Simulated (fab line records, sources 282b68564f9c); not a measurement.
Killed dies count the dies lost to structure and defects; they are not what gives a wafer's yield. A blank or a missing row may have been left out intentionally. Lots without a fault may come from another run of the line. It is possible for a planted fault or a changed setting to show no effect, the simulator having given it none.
Split-lot study || flow rit cmos || 23 wafers read from 5 lots, route of 202 steps

## ON THE SPLIT
At RIT_NRETRO_COAT_01 (resist thk 1300 nm), the setting spin rpm was moved away from the recipe's 2000 rpm on 10 of the 23 wafers read, by -7.2% to -2.3%. The other wafers ran this setting at the recipe's value.

## FROM THE SPLIT TO THE READING: what the file shows between them, 3 steps
- RIT_NRETRO_SOFTBAKE_02: time 60 s
- RIT_NRETRO_EXPOSE_03: exposes mask M4, target cd 43900 nm
- RIT_NRETRO_DEVELOP_05: develop time 68 s

## THE READING
NOVOLAK_of_NRETRO_COAT_01.thk nm (the simulator's own value, which no gauge read), in nm, at RIT_NRETRO_HARDBAKE_07 (time 120 s). There is no usual value for it anywhere in the file. Here, 13 wafers ran the recipe; their average is 1135 nm with a standard deviation of 3.2 nm.

{"wafer": "L074.1", "tool, chamber at the split": "litho track-04, 0", "spin rpm as run, rpm": 1943, "against the recipe": "-2.8%", "NOVOLAK_of_NRETRO_COAT_01.thk nm, nm": 1146, "against lot-mates on the recipe": "+16"}
{"wafer": "L074.2", "tool, chamber at the split": "litho track-04, 0", "spin rpm as run, rpm": 2000, "against the recipe": "recipe", "NOVOLAK_of_NRETRO_COAT_01.thk nm, nm": 1128, "against lot-mates on the recipe": "-"}
{"wafer": "L074.3", "tool, chamber at the split": "litho track-04, 0", "spin rpm as run, rpm": 1943, "against the recipe": "-2.8%", "NOVOLAK_of_NRETRO_COAT_01.thk nm, nm": 1147, "against lot-mates on the recipe": "+17"}
{"wafer": "L074.4", "tool, chamber at the split": "litho track-04, 0", "spin rpm as run, rpm": 2000, "against the recipe": "recipe", "NOVOLAK_of_NRETRO_COAT_01.thk nm, nm": 1130, "against lot-mates on the recipe": "-"}
{"wafer": "L074.5", "tool, chamber at the split": "litho track-04, 0", "spin rpm as run, rpm": 2000, "against the recipe": "recipe", "NOVOLAK_of_NRETRO_COAT_01.thk nm, nm": 1131, "against lot-mates on the recipe": "-"}
{"wafer": "L077.1", "tool, chamber at the split": "litho track-01, 0", "spin rpm as run, rpm": 2000, "against the recipe": "recipe", "NOVOLAK_of_NRETRO_COAT_01.thk nm, nm": 1135, "against lot-mates on the recipe": "-"}
{"wafer": "L077.6", "tool, chamber at the split": "litho track-01, 0", "spin rpm as run, rpm": 2000, "against the recipe": "recipe", "NOVOLAK_of_NRETRO_COAT_01.thk nm, nm": 1135, "against lot-mates on the recipe": "-"}
{"wafer": "L077.2", "tool, chamber at the split": "litho track-01, 0", "spin rpm as run, rpm": 1909, "against the recipe": "-4.5%", "NOVOLAK_of_NRETRO_COAT_01.thk nm, nm": 1165, "against lot-mates on the recipe": "+29"}
{"wafer": "L077.3", "tool, chamber at the split": "litho track-01, 0", "spin rpm as run, rpm": 2000, "against the recipe": "recipe", "NOVOLAK_of_NRETRO_COAT_01.thk nm, nm": 1138, "against lot-mates on the recipe": "-"}
{"wafer": "L077.4", "tool, chamber at the split": "litho track-01, 0", "spin rpm as run, rpm": 1909, "against the recipe": "-4.5%", "NOVOLAK_of_NRETRO_COAT_01.thk nm, nm": 1161, "against lot-mates on the recipe": "+25"}
{"wafer": "L078.1", "tool, chamber at the split": "litho track-02, 0", "spin rpm as run, rpm": 1954, "against the recipe": "-2.3%", "NOVOLAK_of_NRETRO_COAT_01.thk nm, nm": 1148, "against lot-mates on the recipe": "+12"}
{"wafer": "L078.3", "tool, chamber at the split": "litho track-02, 0", "spin rpm as run, rpm": 2000, "against the recipe": "recipe", "NOVOLAK_of_NRETRO_COAT_01.thk nm, nm": 1137, "against lot-mates on the recipe": "-"}
{"wafer": "L078.4", "tool, chamber at the split": "litho track-02, 0", "spin rpm as run, rpm": 2000, "against the recipe": "recipe", "NOVOLAK_of_NRETRO_COAT_01.thk nm, nm": 1135, "against lot-mates on the recipe": "-"}
{"wafer": "L078.5", "tool, chamber at the split": "litho track-02, 0", "spin rpm as run, rpm": 1954, "against the recipe": "-2.3%", "NOVOLAK_of_NRETRO_COAT_01.thk nm, nm": 1151, "against lot-mates on the recipe": "+15"}
{"wafer": "L078.6", "tool, chamber at the split": "litho track-02, 0", "spin rpm as run, rpm": 1954, "against the recipe": "-2.3%", "NOVOLAK_of_NRETRO_COAT_01.thk nm, nm": 1149, "against lot-mates on the recipe": "+13"}
{"wafer": "L082.1", "tool, chamber at the split": "litho track-02, 0", "spin rpm as run, rpm": 2000, "against the recipe": "recipe", "NOVOLAK_of_NRETRO_COAT_01.thk nm, nm": 1136, "against lot-mates on the recipe": "-"}
{"wafer": "L082.4", "tool, chamber at the split": "litho track-02, 0", "spin rpm as run, rpm": 2000, "against the recipe": "recipe", "NOVOLAK_of_NRETRO_COAT_01.thk nm, nm": 1138, "against lot-mates on the recipe": "-"}
{"wafer": "L082.6", "tool, chamber at the split": "litho track-02, 0", "spin rpm as run, rpm": 2000, "against the recipe": "recipe", "NOVOLAK_of_NRETRO_COAT_01.thk nm, nm": 1138, "against lot-mates on the recipe": "-"}
{"wafer": "L083.1", "tool, chamber at the split": "litho track-02, 0", "spin rpm as run, rpm": 2000, "against the recipe": "recipe", "NOVOLAK_of_NRETRO_COAT_01.thk nm, nm": 1133, "against lot-mates on the recipe": "-"}
{"wafer": "L083.3", "tool, chamber at the split": "litho track-02, 0", "spin rpm as run, rpm": 2000, "against the recipe": "recipe", "NOVOLAK_of_NRETRO_COAT_01.thk nm, nm": 1138, "against lot-mates on the recipe": "-"}
{"wafer": "L083.4", "tool, chamber at the split": "litho track-02, 0", "spin rpm as run, rpm": 1857, "against the recipe": "-7.2%", "NOVOLAK_of_NRETRO_COAT_01.thk nm, nm": 1182, "against lot-mates on the recipe": "+46"}
{"wafer": "L083.5", "tool, chamber at the split": "litho track-02, 0", "spin rpm as run, rpm": 1857, "against the recipe": "-7.2%", "NOVOLAK_of_NRETRO_COAT_01.thk nm, nm": 1182, "against lot-mates on the recipe": "+46"}
{"wafer": "L083.6", "tool, chamber at the split": "litho track-02, 0", "spin rpm as run, rpm": 1857, "against the recipe": "-7.2%", "NOVOLAK_of_NRETRO_COAT_01.thk nm, nm": 1182, "against lot-mates on the recipe": "+46"}

FIT RESULTS
A straight line over all 23 wafers: NOVOLAK_of_NRETRO_COAT_01.thk nm changes by -6.44 nm for each +1% of spin rpm; r = -0.98; the points scatter about the line by 3.3 nm.
The same after taking each lot's own level away (the mean of its wafers on the recipe; 23 wafers): -6.37 nm for each +1%; r = -1.00; scatter 1.7 nm.
The reading moves by 46 nm for the largest change in spin rpm, on that fit.
The span of the lots' own levels, 1129.7 to 1137.3 nm, comes to 2.4 times the standard deviation stated above.
The two slopes agree, so the slope changes little with the lot-to-lot level.
Check: with one of the wafers moved furthest among these (-7.2%) left out of the fit, the line predicts +44.8 nm for it against its lot-mates. Against them it came out at +46.5 nm.

## OTHER SPLITS APPLIED TO THESE WAFERS
Before the reading, these wafers also passed through other splits. Each is held against what the fit with the lots' levels taken away leaves over:
{"other split on the same wafers": "RIT_ACTIVE_OXIDATION_01 ox time s", "wafers away from the commonest value": 18, "r with NOVOLAK_of_NRETRO_COAT_01.thk nm (lot level and that fit taken away)": -0.14}
{"other split on the same wafers": "RIT_ACTIVE_EXPOSE_08 dose mj", "wafers away from the commonest value": 7, "r with NOVOLAK_of_NRETRO_COAT_01.thk nm (lot level and that fit taken away)": "+0.18"}
{"other split on the same wafers": "RIT_ACTIVE_ETCH_13 over etch frac", "wafers away from the commonest value": 6, "r with NOVOLAK_of_NRETRO_COAT_01.thk nm (lot level and that fit taken away)": "+0.17"}

## THE WHOLE CHAIN: every reading that the file lists as answering this split, in the file's order
{"step": "RIT_NRETRO_COAT_01", "what it does": "resist thk 1300 nm", "reading": "NOVOLAK_of_NRETRO_COAT_01.thk nm (the simulator's own value, which no gauge read)", "change (the file's fit)": "-7.23 nm for each +1% of the setting", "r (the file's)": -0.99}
{"step": "RIT_NRETRO_HARDBAKE_07", "what it does": "time 120 s", "reading": "NOVOLAK_of_NRETRO_COAT_01.thk nm (the simulator's own value, which no gauge read)", "change (the file's fit)": "-6.23 nm for each +1% of the setting", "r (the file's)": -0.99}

## FILE'S OWN FIT
NOVOLAK_of_NRETRO_COAT_01.thk nm changes by -6.23 nm for each +1% of spin rpm, r = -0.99.
